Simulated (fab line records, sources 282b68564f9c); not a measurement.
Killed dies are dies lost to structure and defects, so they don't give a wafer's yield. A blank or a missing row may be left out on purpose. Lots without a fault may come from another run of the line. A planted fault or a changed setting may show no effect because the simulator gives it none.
Split-lot experiment | flow rit_cmos | 5 lots, 23 wafers read, on a route of 202 steps

THE SPLIT
At RIT_NRETRO_IMPLANT_08, the setting dose_cm2 was moved away from the recipe's 1e+13 on 8 of the 23 wafers read, by -4.6% to +7.1%. The other wafers ran this setting at the recipe's value.

FROM THE SPLIT TO THE READING: what the file shows between them, 1 step
- RIT_NRETRO_STRIP_09: strips in O2, time 180 s

THE READING
NRETRO_TW, at RIT_NRETRO_TW_MEAS_10. Fault-free wafers of this fab line usually give 1048, standard deviation 6.1.

wafer  | tool, chamber at the split | dose_cm2 as run | against the recipe | NRETRO_TW | against lot-mates on the recipe
L074.1 | implanter-03, 0            | 1e+13           | recipe             | 1050      | -
L074.3 | implanter-03, 0            | 1e+13           | recipe             | 1055      | -
L074.5 | implanter-03, 0            | 1e+13           | recipe             | 1050      | -
L075.1 | implanter-02, 0            | 1e+13           | recipe             | 1052      | -
L075.2 | implanter-02, 0            | 9.542e+12       | -4.6%              | 1036      | -16
L075.3 | implanter-02, 0            | 1e+13           | recipe             | 1048      | -
L075.4 | implanter-02, 0            | 9.542e+12       | -4.6%              | 1040      | -12
L075.6 | implanter-02, 0            | 1e+13           | recipe             | 1055      | -
L080.1 | implanter-02, 0            | 1e+13           | recipe             | 1044      | -
L080.2 | implanter-02, 0            | 1e+13           | recipe             | 1043      | -
L080.3 | implanter-02, 0            | 1.053e+13       | +5.3%              | 1068      | +25
L080.4 | implanter-02, 0            | 1e+13           | recipe             | 1041      | -
L080.5 | implanter-02, 0            | 1.053e+13       | +5.3%              | 1063      | +20
L082.1 | implanter-02, 0            | 1.061e+13       | +6.1%              | 1064      | +20
L082.2 | implanter-02, 0            | 1.061e+13       | +6.1%              | 1065      | +21
L082.3 | implanter-02, 0            | 1e+13           | recipe             | 1050      | -
L082.4 | implanter-02, 0            | 1e+13           | recipe             | 1041      | -
L082.5 | implanter-02, 0            | 1e+13           | recipe             | 1042      | -
L085.2 | implanter-03, 0            | 1e+13           | recipe             | 1054      | -
L085.3 | implanter-03, 0            | 1.071e+13       | +7.1%              | 1073      | +19
L085.4 | implanter-03, 0            | 1.071e+13       | +7.1%              | 1073      | +19
L085.5 | implanter-03, 0            | 1e+13           | recipe             | 1049      | -
L085.6 | implanter-03, 0            | 1e+13           | recipe             | 1058      | -

THE FIT
A straight line over all 23 wafers: NRETRO_TW changes by +2.92 for each +1% of dose_cm2; r = +0.90; the points scatter about the line by 4.9.
The same after taking each lot's own level away (the mean of its wafers on the recipe; 23 wafers): +3.21 for each +1%; r = +0.95; scatter 3.4.
On that fit, the largest move of dose_cm2 shifts the reading by 23.
The lots' own levels span 1042.7 to 1053.7, that is 1.8 times the standard deviation above.
So the lot-to-lot level changes the slope little: the two slopes agree.
Check: with one of the wafers moved furthest among these (+7.1%) left out of the fit, the line predicts +24 for it against its lot-mates. It came out at +19.3 against them.

OTHER SPLITS ON THESE WAFERS
These wafers also went through other splits before the reading. Each is held against what the fit with the lots' levels taken away leaves over:
other split on the same wafers | wafers away from the commonest value | r with NRETRO_TW (lot level and that fit taken away)
RIT_ACTIVE_COAT_06 spin_rpm    | 7                                    | +0.30
RIT_ACTIVE_EXPOSE_08 dose_mj   | 10                                   | -0.25
RIT_PWELL_SOFTBAKE_02 temp_c   | 8                                    | +0.12

THE FILE'S OWN FIT
NRETRO_TW changes by +3.25 for each +1% of dose_cm2, r = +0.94.
